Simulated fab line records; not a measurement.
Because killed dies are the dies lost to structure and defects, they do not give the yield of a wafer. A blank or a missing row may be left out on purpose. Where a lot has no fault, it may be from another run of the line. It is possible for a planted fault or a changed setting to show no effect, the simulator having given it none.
Matching of chambers    flow berkeley_cmos170    UCB170_GATE_ETCH_15 on rie_si-02: 4 sister chambers
The step etches poly-Si in HBr/Cl2, stops on SiO2, time 56.3 s, target depth 278.2 nm. 14 wafers are shown with their chamber, then 7 later ones without.

## WAFERS, EACH WITH ITS CHAMBER
wafer   chamber  throttle_valve_pct (%)  drypump_motor_current_A (A)  oes_product_au (a.u.)
L313.3  3        26.76                   6.25                         0.805
L313.4  1        26.59                   6.18                         0.824
L313.6  3        26.75                   6.25                         0.812
L312.1  1        26.58                   6.17                         0.822
L312.5  2        26.22                   5.70                         0.838
L312.6  3        26.76                   6.25                         0.811
L323.2  2        26.20                   5.73                         0.842
L323.3  1        26.59                   6.16                         0.831
L323.6  1        26.61                   6.20                         0.825
L325.2  2        26.23                   5.71                         0.834
L325.4  2        26.22                   5.70                         0.843
L325.5  0        26.18                   5.95                         0.838
L324.1  0        26.18                   5.95                         0.838
L324.2  2        26.21                   5.68                         0.825

SIGNATURES, as means of the wafers listed above
reading                  chamber 0  chamber 1  chamber 2  chamber 3  scatter within a chamber
throttle_valve_pct       26.1800    26.5925    26.2160    26.7567    0.0103
drypump_motor_current_A  5.9500     6.1775     5.7040     6.2500     0.0148
oes_product_au           0.83800    0.82550    0.83640    0.80933    0.00536
Rule: a wafer lies at a distance from a chamber equal to the root of the sum of squares, over the readings, of (its reading less the chamber's mean, divided by the reading's scatter). The wafer belongs to the nearest chamber; if the next one is less than 2 further off, it can't be placed. The scatter: the root of (the sum of the squares of (reading less its chamber's mean) over the shown wafers, divided by (wafers less chambers)).

## WAFERS WHOSE CHAMBER IS MISSING
wafer   throttle_valve_pct (%)  drypump_motor_current_A (A)  oes_product_au (a.u.)
L324.3  26.60                   6.19                         0.811
L328.2  26.20                   5.94                         0.824
L328.3  26.59                   6.20                         0.809
L328.4  26.24                   5.72                         0.832
L333.1  26.60                   6.22                         0.824
L333.2  26.18                   5.95                         0.822
L333.3  26.22                   5.72                         0.831

## THE CHAMBER EACH PASSED THROUGH
wafer   from the rows above  in truth
L324.3  1                    1
L328.2  0                    0
L328.3  1                    1
L328.4  2                    2
L333.1  1                    1
L333.2  0                    0
L333.3  2                    2
7 of 7 placed correctly. From these rows, 0 cannot be placed. 0 placed wrongly.
